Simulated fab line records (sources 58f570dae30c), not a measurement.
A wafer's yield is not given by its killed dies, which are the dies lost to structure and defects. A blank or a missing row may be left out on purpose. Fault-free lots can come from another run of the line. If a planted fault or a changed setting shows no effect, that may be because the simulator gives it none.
fab line records / flow berkeleyCmos170
record lots=6 wafers=18 lastDay=15
route steps=331 shown NLDD@166 SPACER@171 PSD@175
lots untouched by any fault: they come from a run of this same line in which no faults occurred
startH: hours from the record's opening day to when the first of the lot's shown wafers began / waitH: hours from the lot's prior step to this one / " identical to the entry in the row above / L1.1+2: a row that stands for several wafers / - no value, or no start given / * or withheld: withheld / < > ~ a bound
route shown NAME@n: names a module that has steps shown in the file, with the first one's number in the route / usual: mean and standard deviation over wafers with no fault / same: alike in all rows / chamber/n: place in a boat / sites: each site's reading / _std_site: the standard deviation of these / _edge_site: inner sites' mean taken away from outer sites' mean / radiusMm: how far each site lies from the wafer's centre / mask NAME#n: copy n / behind: tool/chamber where the wafer was last shaped / hold: the reason the lot was held/the length of the hold in hours/how it ended / device: names the non-switching transistor (n, p or np) / end of line: the same wafers' tests at the end of the route / a step given without rows: its recipe and nothing more / killed: dies lost to structure and defects at the first sort, not the wafer's yield / map: shows each die of a wafer: x if killed, . if not, _ if none is there
set.NAME: setting as actually run; set.NAME@STEP: the setting as run at that earlier step / model.NAME: the simulator's own value behind a step, which no gauge read
a table for each step, a row for each wafer; lots at some steps of the route
services: the hour from which a tool's chamber was out of use, counted from the record's first day as startH (under 0 if before that day), plus the number of hours and why
## steps
# step UCB170_NLDD_IMPLANT_08
# recipe species=As doseCm2=5e+13 energyKev=30 tiltDeg=7 rotationDeg=0
# step UCB170_NLDD_IMPLANT_09
# recipe species=As doseCm2=5e+13 energyKev=30 tiltDeg=7 rotationDeg=180
# step UCB170_NLDD_STRIP_10
# recipe chemistry=O2 powerW=400 pressureMtorr=3500 platenTempC=withheld o2FlowSccm=400 overashFraction=0.5
# usual drypumpMotorCurrentA=5.8/0.5 o2FlowSccm=399.9/1.2 oesProductAu=0.735/0.0043 stripTimeToEndpointS=21.61/0.055
lot.wafer=L670.3 tool=plasmaAsher-04 chamber=1 startH=190.58 waitH=0.1 drypumpMotorCurrentA=5.0 o2FlowSccm=400.7 oesProductAu=0.733 rfHoursCounterH=- stripTimeToEndpointS=21.61
lot.wafer=L670.5 tool=plasmaAsher-04 chamber=0 startH=190.58 waitH=0.1 drypumpMotorCurrentA=6.1 o2FlowSccm=399.3 oesProductAu=0.728 rfHoursCounterH=- stripTimeToEndpointS=21.59
lot.wafer=L670.6 tool=plasmaAsher-04 chamber=1 startH=190.58 waitH=0.1 drypumpMotorCurrentA=5.0 o2FlowSccm=398.2 oesProductAu=0.738 rfHoursCounterH=- stripTimeToEndpointS=21.62
lot.wafer=L674.1 tool=plasmaAsher-04 chamber=1 startH=230.03 waitH=0.1 drypumpMotorCurrentA=5.0 o2FlowSccm=399.2 oesProductAu=0.733 rfHoursCounterH=48 stripTimeToEndpointS=21.46
lot.wafer=L674.3 tool=plasmaAsher-04 chamber=0 startH=230.03 waitH=0.1 drypumpMotorCurrentA=6.0 o2FlowSccm=399.0 oesProductAu=0.736 rfHoursCounterH=- stripTimeToEndpointS=21.59
lot.wafer=L674.4 tool=plasmaAsher-04 chamber=1 startH=230.03 waitH=0.1 drypumpMotorCurrentA=5.0 o2FlowSccm=399.9 oesProductAu=0.739 rfHoursCounterH=- stripTimeToEndpointS=21.56
lot.wafer=L676.1 tool=plasmaAsher-04 chamber=1 startH=237.21 waitH=0.1 drypumpMotorCurrentA=5.0 o2FlowSccm=400.1 oesProductAu=0.740 rfHoursCounterH=50 stripTimeToEndpointS=21.58
lot.wafer=L676.2 tool=plasmaAsher-04 chamber=0 startH=237.21 waitH=0.1 drypumpMotorCurrentA=6.0 o2FlowSccm=400.2 oesProductAu=0.739 rfHoursCounterH=50 stripTimeToEndpointS=21.64
lot.wafer=L676.3 tool=plasmaAsher-04 chamber=0 startH=237.21 waitH=0.1 drypumpMotorCurrentA=6.0 o2FlowSccm=399.9 oesProductAu=0.739 rfHoursCounterH=- stripTimeToEndpointS=21.60
lot.wafer=L680.1 tool=plasmaAsher-03 chamber=0 startH=259.51 waitH=0.1 drypumpMotorCurrentA=6.4 o2FlowSccm=401.8 oesProductAu=0.733 rfHoursCounterH=16 stripTimeToEndpointS=21.68
lot.wafer=L680.3 tool=plasmaAsher-03 chamber=1 startH=259.51 waitH=0.1 drypumpMotorCurrentA=5.7 o2FlowSccm=401.4 oesProductAu=0.742 rfHoursCounterH=- stripTimeToEndpointS=21.73
lot.wafer=L680.4 tool=plasmaAsher-03 chamber=0 startH=259.51 waitH=0.1 drypumpMotorCurrentA=6.5 o2FlowSccm=401.8 oesProductAu=0.734 rfHoursCounterH=- stripTimeToEndpointS=21.71
lot.wafer=L678.1 tool=plasmaAsher-01 chamber=1 startH=259.68 waitH=0.1 drypumpMotorCurrentA=5.5 o2FlowSccm=401.6 oesProductAu=0.733 rfHoursCounterH=48 stripTimeToEndpointS=21.64
lot.wafer=L678.5 tool=plasmaAsher-01 chamber=1 startH=259.68 waitH=0.1 drypumpMotorCurrentA=5.5 o2FlowSccm=400.9 oesProductAu=0.742 rfHoursCounterH=- stripTimeToEndpointS=21.63
lot.wafer=L678.6 tool=plasmaAsher-01 chamber=0 startH=259.68 waitH=0.1 drypumpMotorCurrentA=6.3 o2FlowSccm=399.8 oesProductAu=0.731 rfHoursCounterH=- stripTimeToEndpointS=21.64
lot.wafer=L686.2 tool=plasmaAsher-03 chamber=1 startH=308.29 waitH=0.1 drypumpMotorCurrentA=5.6 o2FlowSccm=399.1 oesProductAu=0.736 rfHoursCounterH=20 stripTimeToEndpointS=21.61
lot.wafer=L686.3 tool=plasmaAsher-03 chamber=1 startH=308.29 waitH=0.1 drypumpMotorCurrentA=5.7 o2FlowSccm=399.2 oesProductAu=0.735 rfHoursCounterH=- stripTimeToEndpointS=21.64
lot.wafer=L686.4 tool=plasmaAsher-03 chamber=0 startH=308.29 waitH=0.1 drypumpMotorCurrentA=6.4 o2FlowSccm=400.1 oesProductAu=0.740 rfHoursCounterH=- stripTimeToEndpointS=21.63
# step UCB170_NLDD_TW_MEAS_11
# usual NLDD_TW=2211/22
lot.wafer=L670.3 tool=filmMetro-01 chamber=- startH=190.67 waitH=0.1 NLDD_TW=2222
lot.wafer=L670.5 tool=filmMetro-01 chamber=- startH=190.67 waitH=0.1 NLDD_TW=2218
lot.wafer=L670.6 tool=filmMetro-01 chamber=- startH=190.67 waitH=0.1 NLDD_TW=2208
lot.wafer=L674.1 tool=filmMetro-01 chamber=- startH=230.13 waitH=0.1 NLDD_TW=2234
lot.wafer=L674.3 tool=filmMetro-01 chamber=- startH=230.13 waitH=0.1 NLDD_TW=2234
lot.wafer=L674.4 tool=filmMetro-01 chamber=- startH=230.13 waitH=0.1 NLDD_TW=2240
lot.wafer=L676.1 tool=filmMetro-01 chamber=- startH=237.31 waitH=0.1 NLDD_TW=2250
lot.wafer=L676.2 tool=filmMetro-01 chamber=- startH=237.31 waitH=0.1 NLDD_TW=2246
lot.wafer=L676.3 tool=filmMetro-01 chamber=- startH=237.31 waitH=0.1 NLDD_TW=2229
lot.wafer=L680.1 tool=filmMetro-04 chamber=- startH=259.61 waitH=0.1 NLDD_TW=2234
lot.wafer=L680.3 tool=filmMetro-04 chamber=- startH=259.61 waitH=0.1 NLDD_TW=2220
lot.wafer=L680.4 tool=filmMetro-04 chamber=- startH=259.61 waitH=0.1 NLDD_TW=2215
lot.wafer=L678.1 tool=filmMetro-04 chamber=- startH=259.78 waitH=0.1 NLDD_TW=2208
lot.wafer=L678.5 tool=filmMetro-04 chamber=- startH=259.78 waitH=0.1 NLDD_TW=2200
lot.wafer=L678.6 tool=filmMetro-04 chamber=- startH=259.78 waitH=0.1 NLDD_TW=2217
lot.wafer=L686.2 tool=filmMetro-04 chamber=- startH=308.40 waitH=0.1 NLDD_TW=2202
lot.wafer=L686.3 tool=filmMetro-04 chamber=- startH=308.40 waitH=0.1 NLDD_TW=2218
lot.wafer=L686.4 tool=filmMetro-04 chamber=- startH=308.40 waitH=0.1 NLDD_TW=2198
# step UCB170_NLDD_CLEAN_12
# recipe chemistry=SPM tempC=120 timeS=600
# step UCB170_SPACER_CVD_00
# recipe material=SiO2 targetThkNm=376 tempC=390 precursor=TEOS/O2 timeS=47 rfW=550 pressureMtorr=9000
# usual heaterPowerW=279/73
lot.wafer=L670.3 tool=pecvd-03 chamber=0 startH=191.06 waitH=0.0 heaterPowerW=392
lot.wafer=L670.5 tool=pecvd-03 chamber=1 startH=191.06 waitH=0.0 heaterPowerW=336
lot.wafer=L670.6 tool=pecvd-03 chamber=2 startH=191.06 waitH=0.0 heaterPowerW=368
lot.wafer=L674.1 tool=pecvd-03 chamber=0 startH=230.36 waitH=0.0 heaterPowerW=406
lot.wafer=L674.3 tool=pecvd-03 chamber=2 startH=230.36 waitH=0.0 heaterPowerW=330
lot.wafer=L674.4 tool=pecvd-03 chamber=1 startH=230.36 waitH=0.0 heaterPowerW=323
lot.wafer=L676.1 tool=pecvd-03 chamber=2 startH=237.55 waitH=0.0 heaterPowerW=304
lot.wafer=L676.2 tool=pecvd-03 chamber=1 startH=237.55 waitH=0.0 heaterPowerW=324
lot.wafer=L676.3 tool=pecvd-03 chamber=0 startH=237.55 waitH=0.0 heaterPowerW=367
lot.wafer=L680.1 tool=pecvd-04 chamber=0 startH=259.85 waitH=0.0 heaterPowerW=245
lot.wafer=L680.3 tool=pecvd-04 chamber=1 startH=259.85 waitH=0.0 heaterPowerW=222
lot.wafer=L680.4 tool=pecvd-04 chamber=1 startH=259.85 waitH=0.0 heaterPowerW=142
lot.wafer=L678.1 tool=pecvd-03 chamber=0 startH=260.02 waitH=0.0 heaterPowerW=298
lot.wafer=L678.5 tool=pecvd-03 chamber=1 startH=260.02 waitH=0.0 heaterPowerW=349
lot.wafer=L678.6 tool=pecvd-03 chamber=2 startH=260.02 waitH=0.0 heaterPowerW=351
lot.wafer=L686.2 tool=pecvd-03 chamber=1 startH=308.82 waitH=0.0 heaterPowerW=354
lot.wafer=L686.3 tool=pecvd-03 chamber=2 startH=308.82 waitH=0.0 heaterPowerW=346
lot.wafer=L686.4 tool=pecvd-03 chamber=1 startH=308.82 waitH=0.0 heaterPowerW=362
# step UCB170_SPACER_THK_MEAS_01
# recipe reads=SiO2_of_SPACER_CVD_00
# usual SPACER_TEOS_THK=375/5.1
lot.wafer=L670.3 tool=filmMetro-03 chamber=- startH=191.12 waitH=0.0 SPACER_TEOS_THK[nm]=370
lot.wafer=L670.5 tool=filmMetro-03 chamber=- startH=191.12 waitH=0.0 SPACER_TEOS_THK[nm]=382
lot.wafer=L670.6 tool=filmMetro-03 chamber=- startH=191.12 waitH=0.0 SPACER_TEOS_THK[nm]=378
lot.wafer=L674.1 tool=filmMetro-04 chamber=- startH=230.41 waitH=0.0 SPACER_TEOS_THK[nm]=375
lot.wafer=L674.3 tool=filmMetro-04 chamber=- startH=230.41 waitH=0.0 SPACER_TEOS_THK[nm]=378
lot.wafer=L674.4 tool=filmMetro-04 chamber=- startH=230.41 waitH=0.0 SPACER_TEOS_THK[nm]=385
lot.wafer=L676.1 tool=filmMetro-02 chamber=- startH=237.59 waitH=0.0 SPACER_TEOS_THK[nm]=372
lot.wafer=L676.2 tool=filmMetro-02 chamber=- startH=237.59 waitH=0.0 SPACER_TEOS_THK[nm]=375
lot.wafer=L676.3 tool=filmMetro-02 chamber=- startH=237.59 waitH=0.0 SPACER_TEOS_THK[nm]=368
lot.wafer=L680.1 tool=filmMetro-02 chamber=- startH=259.89 waitH=0.0 SPACER_TEOS_THK[nm]=372
lot.wafer=L680.3 tool=filmMetro-02 chamber=- startH=259.89 waitH=0.0 SPACER_TEOS_THK[nm]=370
lot.wafer=L680.4 tool=filmMetro-02 chamber=- startH=259.89 waitH=0.0 SPACER_TEOS_THK[nm]=376
lot.wafer=L678.1 tool=filmMetro-03 chamber=- startH=260.06 waitH=0.0 SPACER_TEOS_THK[nm]=370
lot.wafer=L678.5 tool=filmMetro-03 chamber=- startH=260.06 waitH=0.0 SPACER_TEOS_THK[nm]=382
lot.wafer=L678.6 tool=filmMetro-03 chamber=- startH=260.06 waitH=0.0 SPACER_TEOS_THK[nm]=380
lot.wafer=L686.2 tool=filmMetro-04 chamber=- startH=308.87 waitH=0.0 SPACER_TEOS_THK[nm]=377
lot.wafer=L686.3 tool=filmMetro-04 chamber=- startH=308.87 waitH=0.0 SPACER_TEOS_THK[nm]=370
lot.wafer=L686.4 tool=filmMetro-04 chamber=- startH=308.87 waitH=0.0 SPACER_TEOS_THK[nm]=385
# step UCB170_SPACER_ANNEAL_02
# recipe tempC=900 timeS=1800 ambient=N2
# step UCB170_SPACER_ETCHBACK_03
# recipe stopOn=Si target=SiO2 chemistry=CHF3/CF4/Ar CHF3_flow_sccm=50 cf4FlowSccm=10 Ar_flow_sccm=120 pressureMtorr=200 rfW=500 targetDepthA=3760 timeS=100
# usual drypumpMotorCurrentA=5.72/0.3 mfcArSccm=120.0/0.37 oesProductAu=0.899/0.014 throttleValvePct=6.49/0.1
lot.wafer=L670.3 tool=rieDiel-03 chamber=1 startH=199.99 waitH=0.0 drypumpMotorCurrentA=6.08 mfcArSccm=120.1 oesProductAu=0.890 rfHoursCounterH=21 throttleValvePct=6.62
lot.wafer=L670.5 tool=rieDiel-03 chamber=2 startH=199.99 waitH=0.0 drypumpMotorCurrentA=5.60 mfcArSccm=119.9 oesProductAu=0.922 rfHoursCounterH=- throttleValvePct=6.37
lot.wafer=L670.6 tool=rieDiel-03 chamber=1 startH=199.99 waitH=0.0 drypumpMotorCurrentA=6.07 mfcArSccm=120.1 oesProductAu=0.897 rfHoursCounterH=- throttleValvePct=6.62
lot.wafer=L674.1 tool=rieDiel-03 chamber=3 startH=238.76 waitH=0.0 drypumpMotorCurrentA=5.25 mfcArSccm=120.7 oesProductAu=0.897 rfHoursCounterH=118 throttleValvePct=6.65
lot.wafer=L674.3 tool=rieDiel-03 chamber=2 startH=238.76 waitH=0.0 drypumpMotorCurrentA=5.59 mfcArSccm=120.3 oesProductAu=0.913 rfHoursCounterH=63 throttleValvePct=6.37
lot.wafer=L674.4 tool=rieDiel-03 chamber=1 startH=238.76 waitH=0.0 drypumpMotorCurrentA=6.04 mfcArSccm=120.2 oesProductAu=0.917 rfHoursCounterH=23 throttleValvePct=6.62
lot.wafer=L676.1 tool=rieDiel-01 chamber=1 startH=244.75 waitH=0.0 drypumpMotorCurrentA=6.04 mfcArSccm=120.1 oesProductAu=0.883 rfHoursCounterH=7 throttleValvePct=6.53
lot.wafer=L676.2 tool=rieDiel-01 chamber=0 startH=244.75 waitH=0.0 drypumpMotorCurrentA=5.60 mfcArSccm=120.4 oesProductAu=0.875 rfHoursCounterH=4 throttleValvePct=6.59
lot.wafer=L676.3 tool=rieDiel-01 chamber=3 startH=244.75 waitH=0.0 drypumpMotorCurrentA=5.73 mfcArSccm=120.5 oesProductAu=0.881 rfHoursCounterH=2 throttleValvePct=6.38
lot.wafer=L680.1 tool=rieDiel-03 chamber=3 startH=264.02 waitH=0.0 drypumpMotorCurrentA=5.26 mfcArSccm=120.0 oesProductAu=0.891 rfHoursCounterH=119 throttleValvePct=6.66
lot.wafer=L680.3 tool=rieDiel-03 chamber=0 startH=264.02 waitH=0.0 drypumpMotorCurrentA=5.57 mfcArSccm=120.7 oesProductAu=0.906 rfHoursCounterH=37 throttleValvePct=6.40
lot.wafer=L680.4 tool=rieDiel-03 chamber=2 startH=264.02 waitH=0.0 drypumpMotorCurrentA=5.61 mfcArSccm=119.7 oesProductAu=0.910 rfHoursCounterH=64 throttleValvePct=6.36
lot.wafer=L678.1 tool=rieDiel-01 chamber=0 startH=264.09 waitH=0.1 drypumpMotorCurrentA=5.59 mfcArSccm=119.6 oesProductAu=0.874 rfHoursCounterH=5 throttleValvePct=6.57
lot.wafer=L678.5 tool=rieDiel-01 chamber=0 startH=264.09 waitH=0.1 drypumpMotorCurrentA=5.59 mfcArSccm=120.2 oesProductAu=0.895 rfHoursCounterH=- throttleValvePct=6.59
lot.wafer=L678.6 tool=rieDiel-01 chamber=1 startH=264.09 waitH=0.1 drypumpMotorCurrentA=6.07 mfcArSccm=120.3 oesProductAu=0.902 rfHoursCounterH=- throttleValvePct=6.53
lot.wafer=L686.2 tool=rieDiel-01 chamber=2 startH=314.92 waitH=0.0 drypumpMotorCurrentA=5.37 mfcArSccm=120.6 oesProductAu=0.894 rfHoursCounterH=12 throttleValvePct=6.46
lot.wafer=L686.3 tool=rieDiel-01 chamber=0 startH=314.92 waitH=0.0 drypumpMotorCurrentA=5.65 mfcArSccm=119.9 oesProductAu=0.871 rfHoursCounterH=8 throttleValvePct=6.59
lot.wafer=L686.4 tool=rieDiel-01 chamber=3 startH=314.92 waitH=0.0 drypumpMotorCurrentA=5.73 mfcArSccm=119.3 oesProductAu=0.912 rfHoursCounterH=4 throttleValvePct=6.39
# step UCB170_PSD_HMDS_00
# recipe primeTimeS=60 primeTempC=100
# step UCB170_PSD_COAT_01
# recipe resist=KrF spinRpm=1500 resistThkNm=900
# step UCB170_PSD_SOFTBAKE_02
# recipe resist=KrF tempC=130 timeS=60
# step UCB170_PSD_EXPOSE_03
# recipe maskId=PSELECT_MOD na=0.5 sigmaOuter=0.6 sourceShape=conventional targetCdNm=1200 doseMj=30
# usual exposureDoseMJCm2=30.00/0.03 focusOffsetNm=0.1/0.48 reticleTempC=22.99/0.11 stageVelMmS=500.02/0.26
lot.wafer=L670.3 tool=krfScanner-01 chamber=0 startH=200.55 waitH=0.1 mask=PSELECT_MOD#0 exposureDoseMJCm2=29.99 focusOffsetNm=0.6 reticleTempC=23.02 stageVelMmS=499.83
lot.wafer=L670.5 tool=krfScanner-01 chamber=0 startH=200.55 waitH=0.1 mask=PSELECT_MOD#0 exposureDoseMJCm2=29.98 focusOffsetNm=0.3 reticleTempC=23.19 stageVelMmS=499.93
lot.wafer=L670.6 tool=krfScanner-01 chamber=0 startH=200.55 waitH=0.1 mask=PSELECT_MOD#0 exposureDoseMJCm2=29.97 focusOffsetNm=0.1 reticleTempC=23.06 stageVelMmS=499.98
lot.wafer=L674.1 tool=krfScanner-02 chamber=- startH=239.40 waitH=0.2 mask=PSELECT_MOD#0 exposureDoseMJCm2=- focusOffsetNm=- reticleTempC=- stageVelMmS=-
lot.wafer=L674.3 tool=krfScanner-02 chamber=- startH=239.40 waitH=0.2 mask=PSELECT_MOD#0 exposureDoseMJCm2=- focusOffsetNm=- reticleTempC=- stageVelMmS=-
lot.wafer=L674.4 tool=krfScanner-02 chamber=- startH=239.40 waitH=0.2 mask=PSELECT_MOD#0 exposureDoseMJCm2=- focusOffsetNm=- reticleTempC=- stageVelMmS=-
lot.wafer=L676.1 tool=krfScanner-02 chamber=- startH=245.40 waitH=0.2 mask=PSELECT_MOD#0 exposureDoseMJCm2=- focusOffsetNm=- reticleTempC=- stageVelMmS=-
lot.wafer=L676.2 tool=krfScanner-02 chamber=- startH=245.40 waitH=0.2 mask=PSELECT_MOD#0 exposureDoseMJCm2=- focusOffsetNm=- reticleTempC=- stageVelMmS=-
lot.wafer=L676.3 tool=krfScanner-02 chamber=- startH=245.40 waitH=0.2 mask=PSELECT_MOD#0 exposureDoseMJCm2=- focusOffsetNm=- reticleTempC=- stageVelMmS=-
lot.wafer=L680.1 tool=krfScanner-01 chamber=0 startH=265.43 waitH=0.2 mask=PSELECT_MOD#0 exposureDoseMJCm2=30.04 focusOffsetNm=-0.7 reticleTempC=22.89 stageVelMmS=499.84
lot.wafer=L680.3 tool=krfScanner-01 chamber=0 startH=265.43 waitH=0.2 mask=PSELECT_MOD#0 exposureDoseMJCm2=30.00 focusOffsetNm=0.4 reticleTempC=22.94 stageVelMmS=500.05
lot.wafer=L680.4 tool=krfScanner-01 chamber=0 startH=265.43 waitH=0.2 mask=PSELECT_MOD#0 exposureDoseMJCm2=30.10 focusOffsetNm=0.2 reticleTempC=22.96 stageVelMmS=499.97
lot.wafer=L678.1 tool=krfScanner-01 chamber=0 startH=266.03 waitH=0.4 mask=PSELECT_MOD#0 exposureDoseMJCm2=29.98 focusOffsetNm=-0.5 reticleTempC=23.18 stageVelMmS=499.88
lot.wafer=L678.5 tool=krfScanner-01 chamber=0 startH=266.03 waitH=0.4 mask=PSELECT_MOD#0 exposureDoseMJCm2=30.00 focusOffsetNm=0.6 reticleTempC=23.01 stageVelMmS=500.11
lot.wafer=L678.6 tool=krfScanner-01 chamber=0 startH=266.03 waitH=0.4 mask=PSELECT_MOD#0 exposureDoseMJCm2=29.99 focusOffsetNm=0.1 reticleTempC=23.13 stageVelMmS=500.06
lot.wafer=L686.2 tool=krfScanner-02 chamber=0 startH=315.70 waitH=0.3 mask=PSELECT_MOD#0 exposureDoseMJCm2=30.00 focusOffsetNm=0.4 reticleTempC=22.94 stageVelMmS=499.80
lot.wafer=L686.3 tool=krfScanner-02 chamber=0 startH=315.70 waitH=0.3 mask=PSELECT_MOD#0 exposureDoseMJCm2=29.98 focusOffsetNm=0.4 reticleTempC=23.08 stageVelMmS=500.42
lot.wafer=L686.4 tool=krfScanner-02 chamber=0 startH=315.70 waitH=0.3 mask=PSELECT_MOD#0 exposureDoseMJCm2=30.01 focusOffsetNm=-0.1 reticleTempC=23.06 stageVelMmS=499.86
# step UCB170_PSD_PEB_04
# recipe pebTempC=130 pebTimeS=withheld resist=KrF
## services
tool=rieDiel-03 chamber=0 startH=166.88 hours=1.8 kind=repair
tool=rieDiel-01 chamber=3 startH=184.13 hours=- kind=clean
tool=plasmaAsher-03 chamber=- startH=192.11 hours=1.7 kind=repair
tool=krfScanner-01 chamber=- startH=197.45 hours=1.3 kind=pm
tool=rieDiel-01 chamber=0 startH=217.39 hours=13.7 kind=repair
tool=plasmaAsher-01 chamber=- startH=227.22 hours=11.5 kind=repair
tool=rieDiel-03 chamber=- startH=229.82 hours=0.4 kind=repair
tool=krfScanner-01 chamber=- startH=232.98 hours=0.8 kind=pm
tool=krfScanner-02 chamber=- startH=235.56 hours=1.3 kind=pm
tool=pecvd-03 chamber=- startH=242.50 hours=14.0 kind=pm
tool=pecvd-03 chamber=0 startH=242.50 hours=14.0 kind=ventCycle
tool=pecvd-03 chamber=1 startH=242.50 hours=14.0 kind=ventCycle
tool=pecvd-03 chamber=2 startH=242.50 hours=14.0 kind=ventCycle
tool=rieDiel-03 chamber=- startH=245.19 hours=0.4 kind=repair
tool=krfScanner-02 chamber=- startH=254.83 hours=4.0 kind=pm
tool=pecvd-03 chamber=0 startH=256.50 hours=- kind=clean
tool=pecvd-03 chamber=1 startH=256.50 hours=- kind=clean
tool=pecvd-03 chamber=2 startH=256.50 hours=- kind=clean
tool=krfScanner-02 chamber=- startH=261.99 hours=0.8 kind=pm
tool=pecvd-03 chamber=0 startH=265.55 hours=2.0 kind=repair
tool=krfScanner-01 chamber=- startH=269.50 hours=1.0 kind=pm
tool=pecvd-03 chamber=- startH=300.02 hours=0.8 kind=pm
tool=rieDiel-03 chamber=- startH=300.44 hours=0.7 kind=repair
tool=krfScanner-01 chamber=- startH=301.02 hours=1.6 kind=repair
## key
firstSign step=UCB170_PSD_EXPOSE_03 reading=toolRecord direction=missing
effect none on later readings
metAt UCB170_PSD_EXPOSE_03
struckWafers L674.1,L674.3,L674.4,L676.1,L676.2,L676.3
sortLeftOut L674.1,L674.3,L674.4,L676.1,L676.2,L676.3
testerLeftOut L674,L676
fault kind=skippedStepWhole tool=krfScanner-02 chamber=- onsetH=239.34 steps=UCB170_PSD_EXPOSE_03 scope=struckLotsOnly
# testerLeftOut: of these lots the tester's yield and bins aren't shown, on N5 and GAA mostly nor the transistor test; their killed dies are dies lost to structure and defects alone, not to doping, threshold or leakage, so they don't give the yield
# sortLeftOut: the simulated sort isn't trusted on such a fault, so these wafers' sort isn't shown, and their yield isn't known
